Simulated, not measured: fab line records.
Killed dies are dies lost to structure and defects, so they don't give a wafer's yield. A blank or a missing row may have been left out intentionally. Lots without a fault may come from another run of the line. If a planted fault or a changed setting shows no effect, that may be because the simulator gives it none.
Commonality check across tools -- flow berkeley cmos170 -- 15 lots and 45 wafers in the sample

== WHY THIS WAS OPENED ==
UCB170_PSD_TW_MEAS_10, reading PSD_TW: flagged on 3 of 15 lots. Fault-free wafers read 2316, with a standard deviation of 15.
Rule: a lot gets a flag if all its wafers with a number sit over 4 standard deviations from that mean, or if no wafer of it has a number. The other lots count as sound.

lot,measured,on,"PSD_TW, wafer by wafer",flag
L667,day 6 16:58,film metro-02,2346 2347 2345,
L669,day 6 17:11,film metro-01,2314 2320 2320,
L668,day 6 17:29,film metro-03,2310 2300 2311,
L671,day 7 11:55,film metro-03,2333 2320 2333,
L674,day 7 17:23,film metro-03,2322 2326 2329,
L675,day 8 09:13,film metro-02,2330 2320 2324,
L678,day 8 15:15,film metro-01,2296 2313 2305,
L682,day 9 17:27,film metro-02,2345 2347 2351,
L681,day 9 17:34,film metro-03,2305 2301 2309,
L686,day 10 07:04,film metro-01,1916 1924 1906,FLAGGED
L685,day 10 07:11,film metro-02,2340 2329 2328,
L689,day 10 22:32,film metro-03,2289 2295 2293,
L687,day 10 22:36,film metro-03,1915 1910 1914,FLAGGED
L688,day 10 22:49,film metro-02,1939 1947 1932,FLAGGED
L690,day 11 03:37,film metro-01,2309 2315 2318,
Average over the flagged lots: 1923; offset from the usual -393, equal to -26 standard deviations.

== WHICH TOOL EACH LOT WENT THROUGH ==
Before the reading, the record contains 2 process steps out of a 331-step route. In each cell: the tool, then ch and the chambers that the sampled wafers went through, then the start.
lot,flag,UCB170_PSD_IMPLANT_08,UCB170_PSD_STRIP_09
L667,,"implanter-04 ch 0, day 6 16:45","plasma asher-01 ch 0,1, day 6 16:53"
L669,,"implanter-01 ch 0, day 6 16:56","plasma asher-02 ch 0,1, day 6 17:05"
L668,,"implanter-04 ch 0, day 6 17:14","plasma asher-04 ch 0,1, day 6 17:22"
L671,,"implanter-02 ch 0, day 7 11:40","plasma asher-02 ch 0,1, day 7 11:49"
L674,,"implanter-01 ch 0, day 7 17:08","plasma asher-02 ch 0,1, day 7 17:17"
L675,,"implanter-04 ch 0, day 8 08:59","plasma asher-04 ch 0, day 8 09:07"
L678,,"implanter-04 ch 0, day 8 15:01","plasma asher-01 ch 0,1, day 8 15:08"
L682,,"implanter-01 ch 0, day 9 17:12","plasma asher-01 ch 0,1, day 9 17:21"
L681,,"implanter-02 ch 0, day 9 17:19","plasma asher-04 ch 0, day 9 17:28"
L686,FLAGGED,"implanter-01 ch 0, day 10 06:49","plasma asher-04 ch 0,1, day 10 06:58"
L685,,"implanter-02 ch 0, day 10 06:56","plasma asher-02 ch 0,1, day 10 07:05"
L689,,"implanter-02 ch 0, day 10 22:19","plasma asher-04 ch 0,1, day 10 22:28"
L687,FLAGGED,"implanter-01 ch 0, day 10 22:23","plasma asher-01 ch 0,1, day 10 22:31"
L688,FLAGGED,"implanter-01 ch 0, day 10 22:34","plasma asher-01 ch 0,1, day 10 22:42"
L690,,"implanter-02 ch 0, day 11 03:23","plasma asher-04 ch 0,1, day 11 03:31"
These steps, and what they do:
- UCB170_PSD_IMPLANT_08
- UCB170_PSD_STRIP_09: strips in O2.
- UCB170_PSD_TW_MEAS_10

== FLAGGED AGAINST TOTAL, ONE TOOL AT A TIME (gauges that did the reading follow at the end) ==
step,tool,lots run,flagged,share of the flagged lots,sound lots run after its first flagged lot
UCB170_PSD_IMPLANT_08,implanter-01,6,3,all,0
UCB170_PSD_IMPLANT_08,implanter-02,5,0,none,-
UCB170_PSD_IMPLANT_08,implanter-04,4,0,none,-
UCB170_PSD_STRIP_09,plasma asher-01,5,2,some,0
UCB170_PSD_STRIP_09,plasma asher-02,4,0,none,-
UCB170_PSD_STRIP_09,plasma asher-04,6,1,some,"2 (L689,L690)"
UCB170_PSD_TW_MEAS_10,film metro-01,4,1,some,1 (L690)
UCB170_PSD_TW_MEAS_10,film metro-02,5,1,some,0
UCB170_PSD_TW_MEAS_10,film metro-03,6,1,some,0

== WHAT THE TABLE PERMITS ==
In the table, 1 row covers all flagged lots: implanter-01 at UCB170_PSD_IMPLANT_08.
- implanter-01 at UCB170_PSD_IMPLANT_08 ran 6 lots, 3 of them flagged. A fault beginning between L682 (day 9 17:12), its last sound lot, and L686 (day 10 06:49), its first flagged one, fits the data. Its own readings (dose ions cm2, end station pressure torr, faraday current uA) fall more than 4 standard deviations out on all wafers of the flagged lots.
Left over: one tool, implanter-01 at UCB170_PSD_IMPLANT_08.

== WHAT THE SIMULATOR PUT IN ==
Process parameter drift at UCB170_PSD_IMPLANT_08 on implanter-01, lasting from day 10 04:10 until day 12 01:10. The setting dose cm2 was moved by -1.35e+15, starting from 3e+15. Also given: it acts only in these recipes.
Struck lots among those shown: L686, L687, L688. Same finding as the rule above.
